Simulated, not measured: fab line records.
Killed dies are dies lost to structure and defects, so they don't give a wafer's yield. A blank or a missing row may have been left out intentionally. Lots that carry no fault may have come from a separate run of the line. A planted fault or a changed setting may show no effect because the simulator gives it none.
fab line records | flow berkeleyCmos170
[record] lots = 14 | wafers = 42 | lastDay = 13
route steps=331 shown ACTIVE@75 NVT@111 GATE@141
lots untouched by any fault: they come from a run of this same line in which no faults occurred
startH: the number of hours between the record's first day and the start of the first shown wafer of the lot | waitH: time in hours since the lot's previous step | " repeats the value in the row above | L1.1+2: several wafers, shown together as one row | - no value present, or no start provided | * or withheld: withheld | < > ~ a bound
route shown NAME@n: names a module that has steps shown in the file, with the first one's number in the route | usual: mean/standard deviation of fault-free wafers | same: alike in all rows | chamber/n: place in a boat | sites: per-site readings | _std_site: their standard deviation | _edge_site: the outer-site mean with the inner-site mean subtracted | radiusMm: for every site, how far away it sits from the centre of the wafer | mask NAME#n: copy n | behind: the tool/chamber that last shaped the wafer | hold: what put the lot on hold/how long, in hours/how the hold closed | device: transistor that didn't switch, given as n, p or np | end of line: the route-end tests of the same wafers | a step given without rows: its recipe and nothing more | killed: not the wafer's yield, but the dies lost to structure and defects at the first sort | map: dies across one wafer; x = killed, . = not, _ = none there
set.NAME: the run value of the setting; set.NAME@STEP: its run value at that earlier step | model.NAME: the simulator's own value behind a step, which no gauge read
steps of the route over a sample of lots; a table a step, a row a wafer
services: from which hour (startH, from the record's first day; less than 0 if before it) a tool's chamber was out of use, for how many hours, and why
[[steps]]
[step UCB170_ACTIVE_ETCH_15]
[recipe] chemistry = CH3F/Ar/O2 | target = Si3N4 | stopOn = SiO2 | CH3F_flow_sccm = 20 | Ar_flow_sccm = 50 | O2_flow_sccm = 7 | pressureMtorr = 50 | rfW = 450 | targetDepthA = 2420 | overEtchFrac = 0.1 | timeS = 151
[usual] drypumpMotorCurrentA = 5.7/0.38 | oesProductAu = 0.942/0.017 | throttleValvePct = 8.03/0.1
[same] overEtchFrac = 0.1
lot.wafer | tool       | chamber | startH | waitH | drypumpMotorCurrentA | oesProductAu | rfHoursCounterH | throttleValvePct
L830.2    | rieDiel-03 | 0       | 95.98  | 0.0   | 5.6                  | 0.936        | 12              | 7.77
L830.5    | "          | 0       | "      | "     | 5.6                  | 0.930        | -               | 7.79
L830.6    | "          | 1       | "      | "     | 5.8                  | 0.902        | -               | 8.10
L832.2    | rieDiel-02 | 0       | 101.66 | 0.0   | 6.3                  | 0.945        | 84              | 8.07
L832.4    | "          | 3       | "      | "     | 5.8                  | 0.964        | 108             | 8.01
L832.6    | "          | 0       | "      | "     | 6.3                  | 0.955        | -               | 8.06
L833.3    | rieDiel-01 | 3       | 101.94 | 0.0   | 6.2                  | 0.954        | 139             | 8.03
L833.4    | "          | 0       | "      | "     | 5.5                  | 0.942        | -               | 7.99
L833.5    | "          | 2       | "      | "     | 5.1                  | 0.951        | -               | 8.01
L831.1    | rieDiel-03 | 0       | 102.21 | 0.0   | 5.6                  | 0.932        | 13              | 7.78
L831.3    | "          | 3       | "      | "     | 5.9                  | 0.916        | 3               | 8.09
L831.4    | "          | 2       | "      | "     | 5.8                  | 0.963        | 11              | 8.04
L834.1    | rieDiel-03 | 1       | 116.13 | 0.0   | 5.8                  | 0.912        | 12              | 8.09
L834.4    | "          | 0       | "      | "     | 5.6                  | 0.941        | 13              | 7.80
L834.5    | "          | 0       | "      | "     | 5.6                  | 0.940        | -               | 7.79
L838.2    | rieDiel-03 | 0       | 131.89 | 0.0   | 5.6                  | 0.945        | 14              | 7.78
L838.5    | "          | 3       | "      | "     | 5.9                  | 0.931        | -               | 8.08
L838.6    | "          | 2       | "      | "     | 5.8                  | 0.970        | -               | 8.03
L842.1    | rieDiel-03 | 0       | 144.33 | 0.0   | 5.6                  | 0.947        | 14              | 7.80
L842.2    | "          | 1       | "      | "     | 5.8                  | 0.911        | 12              | 8.09
L842.3    | "          | 2       | "      | "     | 5.8                  | 0.951        | 13              | 8.04
L840.1    | rieDiel-02 | 0       | 144.70 | 0.0   | 6.3                  | 0.946        | 86              | 8.06
L840.5    | "          | 3       | "      | "     | 5.8                  | 0.968        | -               | 8.01
L840.6    | "          | 2       | "      | "     | 4.7                  | 0.959        | -               | 7.91
L843.1    | rieDiel-01 | 1       | 160.46 | 0.0   | 5.4                  | 0.939        | 65              | 8.21
L843.3    | "          | 2       | "      | "     | 5.2                  | 0.948        | 125             | 8.00
L843.6    | "          | 3       | "      | "     | 6.1                  | 0.946        | -               | 8.04
L848.3    | rieDiel-02 | 3       | 183.03 | 0.0   | 5.8                  | 0.956        | 111             | 8.02
L848.4    | "          | 1       | "      | "     | 5.7                  | 0.932        | 68              | 8.19
L848.6    | "          | 2       | "      | "     | 4.7                  | 0.944        | -               | 7.91
L852.1    | rieDiel-01 | 0       | 197.59 | 0.0   | 5.5                  | 0.938        | 120             | 7.97
L852.3    | "          | 1       | "      | "     | 5.4                  | 0.945        | 66              | 8.20
L852.4    | "          | 2       | "      | "     | 5.2                  | 0.938        | 126             | 7.99
L850.2    | rieDiel-02 | 0       | 198.29 | 0.0   | 6.2                  | 0.948        | 89              | 8.07
L850.4    | "          | 3       | "      | "     | 5.9                  | 0.967        | 112             | 8.01
L850.5    | "          | 3       | "      | "     | 5.9                  | 0.967        | -               | 8.01
L851.1    | rieDiel-01 | 1       | 198.36 | 0.0   | 5.4                  | 0.936        | 67              | 8.19
L851.2    | "          | 0       | "      | "     | 5.5                  | 0.935        | 121             | 7.98
L851.3    | "          | 3       | "      | "     | 6.2                  | 0.950        | 143             | 8.03
L849.2    | rieDiel-03 | 0       | 198.41 | 0.0   | 5.6                  | 0.929        | 17              | 7.79
L849.3    | "          | 1       | "      | "     | 5.8                  | 0.909        | 15              | 8.11
L849.5    | "          | 1       | "      | "     | 5.8                  | 0.918        | -               | 8.10
[step UCB170_ACTIVE_STRIP_16]
[recipe] chemistry = O2 | powerW = 400 | pressureMtorr = 3500 | platenTempC = withheld | o2FlowSccm = 400 | overashFraction = 0.5
[usual] drypumpMotorCurrentA = 5.56/0.13 | oesProductAu = 0.721/0.0049 | stripTimeToEndpointS = 18.10/0.058
lot.wafer | tool           | chamber | startH | waitH | drypumpMotorCurrentA | oesProductAu | rfHoursCounterH | stripTimeToEndpointS
L830.2    | plasmaAsher-04 | 0       | 96.08  | 0.1   | 5.37                 | 0.724        | 35              | 18.08
L830.5    | "              | 1       | "      | "     | 5.63                 | 0.730        | -               | 18.07
L830.6    | "              | 0       | "      | "     | 5.40                 | 0.718        | -               | 18.13
L832.2    | plasmaAsher-04 | 1       | 101.77 | 0.1   | 5.64                 | 0.726        | 36              | 18.07
L832.4    | "              | 0       | "      | "     | 5.37                 | 0.720        | -               | 18.07
L832.6    | "              | 1       | "      | "     | 5.62                 | 0.725        | -               | 18.09
L833.3    | plasmaAsher-01 | 0       | 102.07 | 0.1   | 5.47                 | 0.718        | -               | 18.08
L833.4    | "              | 1       | "      | "     | 5.74                 | 0.716        | -               | 18.15
L833.5    | "              | 0       | "      | "     | 5.47                 | 0.731        | -               | 18.15
L831.1    | plasmaAsher-04 | 0       | 102.32 | 0.1   | 5.39                 | 0.722        | 36              | 18.02
L831.3    | "              | 1       | "      | "     | 5.65                 | 0.718        | -               | 17.97
L831.4    | "              | 0       | "      | "     | 5.40                 | 0.716        | -               | 18.07
L834.1    | plasmaAsher-03 | 0       | 116.28 | 0.1   | 5.45                 | 0.718        | 27              | 18.11
L834.4    | "              | 0       | "      | "     | 5.43                 | 0.721        | -               | 18.04
L834.5    | "              | 1       | "      | "     | 5.61                 | 0.720        | -               | 18.09
L838.2    | plasmaAsher-03 | 1       | 131.99 | 0.1   | 5.61                 | 0.716        | 28              | 18.03
L838.5    | "              | 1       | "      | "     | 5.61                 | 0.729        | -               | 18.11
L838.6    | "              | 0       | "      | "     | 5.42                 | 0.724        | -               | 18.19
L842.1    | plasmaAsher-03 | 1       | 144.43 | 0.1   | 5.64                 | 0.722        | 30              | 18.06
L842.2    | "              | 0       | "      | "     | 5.43                 | 0.729        | 30              | 18.12
L842.3    | "              | 1       | "      | "     | 5.63                 | 0.724        | -               | 18.14
L840.1    | plasmaAsher-01 | 0       | 144.80 | 0.1   | 5.49                 | 0.716        | 45              | 18.07
L840.5    | "              | 0       | "      | "     | 5.47                 | 0.716        | -               | 18.06
L840.6    | "              | 1       | "      | "     | 5.75                 | 0.728        | -               | 18.01
L843.1    | plasmaAsher-01 | 0       | 160.56 | 0.1   | 5.48                 | 0.720        | 48              | 18.14
L843.3    | "              | 1       | "      | "     | 5.75                 | 0.723        | -               | 18.06
L843.6    | "              | 1       | "      | "     | 5.75                 | 0.715        | -               | 18.07
L848.3    | plasmaAsher-03 | 0       | 183.16 | 0.1   | 5.41                 | 0.730        | -               | 18.14
L848.4    | "              | 1       | "      | "     | 5.61                 | 0.725        | -               | 18.16
L848.6    | "              | 1       | "      | "     | 5.61                 | 0.709        | -               | 18.04
L852.1    | plasmaAsher-03 | 1       | 197.69 | 0.1   | 5.63                 | 0.712        | 36              | 18.20
L852.3    | "              | 1       | "      | "     | 5.60                 | 0.720        | -               | 18.09
L852.4    | "              | 0       | "      | "     | 5.46                 | 0.723        | -               | 18.16
L850.2    | plasmaAsher-01 | 1       | 198.39 | 0.1   | 5.76                 | 0.722        | 54              | 18.09
L850.4    | "              | 0       | "      | "     | 5.48                 | 0.714        | -               | 18.05
L850.5    | "              | 0       | "      | "     | 5.50                 | 0.720        | -               | 18.13
L851.1    | plasmaAsher-03 | 1       | 198.46 | 0.1   | 5.59                 | 0.722        | 36              | 18.10
L851.2    | "              | 0       | "      | "     | 5.41                 | 0.719        | 36              | 18.15
L851.3    | "              | 1       | "      | "     | 5.61                 | 0.719        | -               | 18.06
L849.2    | plasmaAsher-01 | 1       | 198.51 | 0.1   | 5.74                 | 0.718        | 54              | 18.03
L849.3    | "              | 0       | "      | "     | 5.48                 | 0.729        | -               | 18.15
L849.5    | "              | 1       | "      | "     | 5.74                 | 0.718        | -               | 18.18
[step UCB170_NVT_IMPLANT_07]
[recipe] species = BF2 | doseCm2 = 3e+12 | energyKev = 50 | tiltDeg = 7
[usual] doseIonsCm2 = 3e+12/3.3e+09 | faradayCurrentUA = 9.52/0.19
lot.wafer | tool         | chamber | startH | waitH | doseIonsCm2 | faradayCurrentUA
L830.2    | implanter-01 | 0       | 134.68 | 0.0   | 3.003e+12   | 9.69
L830.5    | "            | 0       | "      | "     | 3.004e+12   | 9.58
L830.6    | "            | 0       | "      | "     | 3.004e+12   | 9.58
L831.1    | implanter-04 | 0       | 134.78 | 0.0   | 2.996e+12   | 9.40
L831.3    | "            | 0       | "      | "     | 3e+12       | 9.54
L831.4    | "            | 0       | "      | "     | 3.002e+12   | 9.60
L833.3    | implanter-01 | 0       | 134.98 | 0.1   | 2.998e+12   | 9.39
L833.4    | "            | 0       | "      | "     | 3.001e+12   | 9.61
L833.5    | "            | 0       | "      | "     | 3e+12       | 9.95
L832.2    | implanter-03 | 0       | 135.08 | 0.0   | 3.007e+12   | 9.45
L832.4    | "            | 0       | "      | "     | 2.995e+12   | 9.38
L832.6    | "            | 0       | "      | "     | 2.999e+12   | 9.44
L834.1    | implanter-03 | 0       | 153.38 | 0.0   | 2.997e+12   | 9.83
L834.4    | "            | 0       | "      | "     | 2.998e+12   | 9.54
L834.5    | "            | 0       | "      | "     | 3e+12       | 9.57
L838.2    | implanter-04 | 0       | 172.70 | 0.0   | 2.995e+12   | 9.31
L838.5    | "            | 0       | "      | "     | 3e+12       | 9.24
L838.6    | "            | 0       | "      | "     | 2.999e+12   | 9.29
L842.1    | implanter-04 | 0       | 180.48 | 0.0   | 5.419e+12   | 16.88
L842.2    | "            | 0       | "      | "     | 5.421e+12   | 17.37
L842.3    | "            | 0       | "      | "     | 5.422e+12   | 17.25
L840.1    | implanter-03 | 0       | 180.96 | 0.0   | 2.997e+12   | 9.45
L840.5    | "            | 0       | "      | "     | 3.003e+12   | 9.36
L840.6    | "            | 0       | "      | "     | 3.001e+12   | 9.36
L843.1    | implanter-04 | 0       | 207.08 | 0.0   | 5.42e+12    | 17.39
L843.3    | "            | 0       | "      | "     | 5.427e+12   | 17.25
L843.6    | "            | 0       | "      | "     | 5.428e+12   | 16.98
L848.3    | implanter-01 | 0       | 232.99 | 0.1   | 3.001e+12   | 9.41
L848.4    | "            | 0       | "      | "     | 2.998e+12   | 9.44
L848.6    | "            | 0       | "      | "     | 3e+12       | 9.59
L852.1    | implanter-01 | 0       | 244.82 | 0.0   | 3e+12       | 9.52
L852.3    | "            | 0       | "      | "     | 3.003e+12   | 9.01
L852.4    | "            | 0       | "      | "     | 2.999e+12   | 9.54
L849.2    | implanter-01 | 0       | 245.12 | 0.0   | 3e+12       | 9.65
L849.3    | "            | 0       | "      | "     | 3.003e+12   | 9.35
L849.5    | "            | 0       | "      | "     | 3.005e+12   | 9.14
L850.2    | implanter-01 | 0       | 245.37 | 0.0   | 3.003e+12   | 9.31
L850.4    | "            | 0       | "      | "     | 2.998e+12   | 9.47
L850.5    | "            | 0       | "      | "     | 2.992e+12   | 9.55
L851.1    | implanter-03 | 0       | 245.39 | 0.1   | 3.004e+12   | 9.70
L851.2    | "            | 0       | "      | "     | 3.003e+12   | 9.18
L851.3    | "            | 0       | "      | "     | 3.002e+12   | 9.57
[step UCB170_NVT_TW_MEAS_09]
[usual] NVT_TW = 522/4.6
lot.wafer | tool         | chamber | startH | waitH | NVT_TW
L830.2    | filmMetro-01 | -       | 134.92 | 0.1   | 525
L830.5    | "            | -       | "      | "     | 526
L830.6    | "            | -       | "      | "     | 524
L831.1    | filmMetro-02 | -       | 135.03 | 0.1   | 520
L831.3    | "            | -       | "      | "     | 521
L831.4    | "            | -       | "      | "     | 519
L833.3    | filmMetro-02 | -       | 135.20 | 0.1   | 517
L833.4    | "            | -       | "      | "     | 518
L833.5    | "            | -       | "      | "     | 519
L832.2    | filmMetro-02 | -       | 135.32 | 0.1   | 519
L832.4    | "            | -       | "      | "     | 517
L832.6    | "            | -       | "      | "     | 520
L834.1    | filmMetro-01 | -       | 153.63 | 0.1   | 528
L834.4    | "            | -       | "      | "     | 529
L834.5    | "            | -       | "      | "     | 529
L838.2    | filmMetro-01 | -       | 172.93 | 0.1   | 526
L838.5    | "            | -       | "      | "     | 529
L838.6    | "            | -       | "      | "     | 527
L842.1    | filmMetro-02 | -       | 180.73 | 0.1   | 623
L842.2    | "            | -       | "      | "     | 622
L842.3    | "            | -       | "      | "     | 619
L840.1    | filmMetro-02 | -       | 181.21 | 0.1   | 520
L840.5    | "            | -       | "      | "     | 514
L840.6    | "            | -       | "      | "     | 515
L843.1    | filmMetro-01 | -       | 207.33 | 0.1   | 638
L843.3    | "            | -       | "      | "     | 636
L843.6    | "            | -       | "      | "     | 636
L848.3    | filmMetro-02 | -       | 233.21 | 0.1   | 522
L848.4    | "            | -       | "      | "     | 521
L848.6    | "            | -       | "      | "     | 520
L852.1    | filmMetro-02 | -       | 245.07 | 0.1   | 521
L852.3    | "            | -       | "      | "     | 524
L852.4    | "            | -       | "      | "     | 523
L849.2    | filmMetro-02 | -       | 245.35 | 0.1   | 519
L849.3    | "            | -       | "      | "     | 520
L849.5    | "            | -       | "      | "     | 518
L850.2    | filmMetro-02 | -       | 245.61 | 0.1   | 522
L850.4    | "            | -       | "      | "     | 522
L850.5    | "            | -       | "      | "     | 522
L851.1    | filmMetro-04 | -       | 245.64 | 0.1   | 516
L851.2    | "            | -       | "      | "     | 515
L851.3    | "            | -       | "      | "     | 516
[step UCB170_GATE_ETCH_15]
[recipe] chemistry = HBr/Cl2 | target = poly-Si | stopOn = SiO2 | overEtchFrac = 0.3 | icpW = 300 | biasW = 150 | timeS = 56.3 | pressureMtorr = 15 | HBr_flow_sccm = 150 | Cl2_flow_sccm = 50 | targetDepthA = 2782
[usual] drypumpMotorCurrentA = 6.2/0.4 | oesProductAu = 0.832/0.012 | throttleValvePct = 26.53/0.14
[same] overEtchFrac = 0.3
lot.wafer | tool     | chamber | startH | waitH | drypumpMotorCurrentA | oesProductAu | rfHoursCounterH | throttleValvePct
L831.1    | rieSi-02 | 3       | 153.70 | -     | 5.8                  | 0.840        | 5               | 26.65
L831.3    | "        | 2       | "      | "     | 5.7                  | 0.828        | 116             | 26.46
L831.4    | "        | 0       | "      | "     | 5.9                  | 0.832        | 94              | 26.55
L833.3    | rieSi-01 | 1       | 153.76 | -     | 6.8                  | 0.837        | 64              | 26.65
L833.4    | "        | 3       | "      | "     | 6.0                  | 0.833        | 0               | 26.62
L833.5    | "        | 1       | "      | "     | 6.8                  | 0.839        | -               | 26.67
L832.2    | rieSi-02 | 2       | 153.82 | -     | 5.7                  | 0.838        | 116             | 26.48
L832.4    | "        | 3       | "      | "     | 5.8                  | 0.860        | 5               | 26.64
L832.6    | "        | 1       | "      | "     | 6.5                  | 0.832        | -               | 26.49
L830.2    | rieSi-01 | 0       | 154.43 | -     | 6.6                  | 0.823        | 45              | 26.48
L830.5    | "        | 0       | "      | "     | 6.7                  | 0.827        | -               | 26.49
L830.6    | "        | 1       | "      | "     | 6.8                  | 0.831        | -               | 26.68
L834.1    | rieSi-02 | 0       | 171.18 | -     | 5.9                  | 0.839        | 94              | 26.55
L834.4    | "        | 2       | "      | "     | 5.7                  | 0.835        | 116             | 26.49
L834.5    | "        | 0       | "      | "     | 5.9                  | 0.824        | -               | 26.53
L838.2    | rieSi-01 | 3       | 192.37 | -     | 5.9                  | 0.830        | 0               | 26.62
L838.5    | "        | 0       | "      | "     | 6.7                  | 0.825        | -               | 26.51
L838.6    | "        | 1       | "      | "     | 6.8                  | 0.839        | -               | 26.67
L842.1    | rieSi-01 | 0       | 198.60 | -     | 6.7                  | 0.828        | 46              | 26.49
L842.2    | "        | 1       | "      | "     | 6.8                  | 0.841        | 65              | 26.66
L842.3    | "        | 3       | "      | "     | 6.0                  | 0.823        | 0               | 26.60
L840.1    | rieSi-02 | 0       | 198.72 | -     | 5.9                  | 0.838        | 94              | 26.56
L840.5    | "        | 0       | "      | "     | 5.9                  | 0.832        | -               | 26.56
L840.6    | "        | 1       | "      | "     | 6.5                  | 0.822        | -               | 26.47
L843.1    | rieSi-01 | 1       | 231.72 | -     | 6.8                  | 0.826        | 65              | 26.65
L843.3    | "        | 0       | "      | "     | 6.7                  | 0.834        | 46              | 26.48
L843.6    | "        | 1       | "      | "     | 6.8                  | 0.824        | -               | 26.66
L848.3    | rieSi-02 | 2       | 247.48 | -     | 5.6                  | 0.829        | 0               | 26.56
L848.4    | "        | 0       | "      | "     | 5.9                  | 0.845        | 94              | 26.55
L848.6    | "        | 0       | "      | "     | 5.9                  | 0.839        | -               | 26.57
L852.1    | rieSi-01 | 0       | 263.15 | -     | 6.7                  | 0.820        | 46              | 26.50
L852.3    | "        | 2       | "      | "     | 6.0                  | 0.849        | 0               | 26.18
L852.4    | "        | 3       | "      | "     | 5.9                  | 0.824        | 1               | 26.60
L850.2    | rieSi-02 | 3       | 263.88 | -     | 5.8                  | 0.843        | 5               | 26.63
L850.4    | "        | 0       | "      | "     | 5.9                  | 0.825        | -               | 26.56
L850.5    | "        | 1       | "      | "     | 6.5                  | 0.807        | -               | 26.46
L849.2    | rieSi-01 | 1       | 264.10 | -     | 6.8                  | 0.826        | 65              | 26.67
L849.3    | "        | 0       | "      | "     | 6.6                  | 0.830        | 46              | 26.49
L849.5    | "        | 2       | "      | "     | 6.0                  | 0.853        | -               | 26.20
L851.1    | rieSi-02 | 1       | 264.15 | -     | 6.5                  | 0.823        | 84              | 26.49
L851.2    | "        | 0       | "      | "     | 5.9                  | 0.832        | 94              | 26.56
L851.3    | "        | 3       | "      | "     | 5.8                  | 0.844        | 5               | 26.63
[[services]]
tool           | chamber | startH | hours | kind
plasmaAsher-03 | -       | 82.55  | 4.3   | pm
plasmaAsher-03 | -       | 90.33  | 4.0   | repair
rieDiel-01     | 1       | 99.89  | 4.9   | repair
implanter-04   | -       | 108.43 | 1.4   | repair
plasmaAsher-04 | -       | 108.75 | 9.0   | pm
implanter-04   | -       | 124.82 | 0.8   | repair
implanter-03   | -       | 126.08 | 4.3   | repair
implanter-04   | -       | 127.63 | 1.2   | repair
rieDiel-01     | 1       | 135.95 | 18.5  | repair
implanter-01   | -       | 147.26 | 1.1   | repair
rieDiel-02     | 1       | 157.96 | 8.2   | repair
plasmaAsher-03 | -       | 163.89 | 3.9   | repair
plasmaAsher-03 | -       | 172.70 | 7.9   | repair
rieDiel-02     | 3       | 173.81 | 4.6   | repair
rieSi-02       | -       | 187.00 | 2.8   | pm
implanter-01   | -       | 220.19 | 1.7   | repair
plasmaAsher-01 | -       | 222.48 | 9.4   | repair
rieSi-02       | -       | 226.80 | 3.2   | repair
implanter-01   | -       | 228.12 | 0.7   | repair
rieDiel-03     | -       | 229.96 | 2.8   | pm
implanter-04   | -       | 234.11 | 31.0  | pm
rieDiel-02     | 3       | 237.22 | 10.0  | repair
rieSi-02       | 2       | 251.32 | 13.6  | repair
rieDiel-02     | -       | 261.84 | 0.5   | repair
[[key]]
[firstSign] step = UCB170_NVT_IMPLANT_07 | reading = doseIonsCm2 | direction = up | sigmas = 99+ | usual = 3e+12 | struck = 5.423e+12
[effect] step = UCB170_NVT_IMPLANT_07 | reading = faradayCurrentUA | direction = up | sigmas = 41 | usual = 9.52 | struck = 17.19
[effect] step = UCB170_NVT_TW_MEAS_09 | reading = NVT_TW | direction = up | sigmas = 23 | usual = 522 | struck = 629
metAt UCB170_NVT_IMPLANT_07
struckLots L842,L843
testerLeftOut L842,L843
notActingAt UCB170_ACTIVE_ETCH_15,UCB170_ACTIVE_STRIP_16,UCB170_GATE_ETCH_15
onsetBetween 172.70 180.48
[fault] kind = processParameterDrift | tool = implanter-04 | chamber = - | onsetH = 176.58 | steps = UCB170_NVT_IMPLANT_07 | channel = doseCm2 | offset = 2.4229e+12 | shape = step | endH = 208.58 | actsIn = theseRecipesOnly | stated = 3e+12
// testerLeftOut: of these lots the tester's yield and bins aren't shown, on N5 and GAA mostly nor the transistor test; their killed dies are dies lost to structure and defects alone, not to doping, threshold or leakage, so they don't give the yield
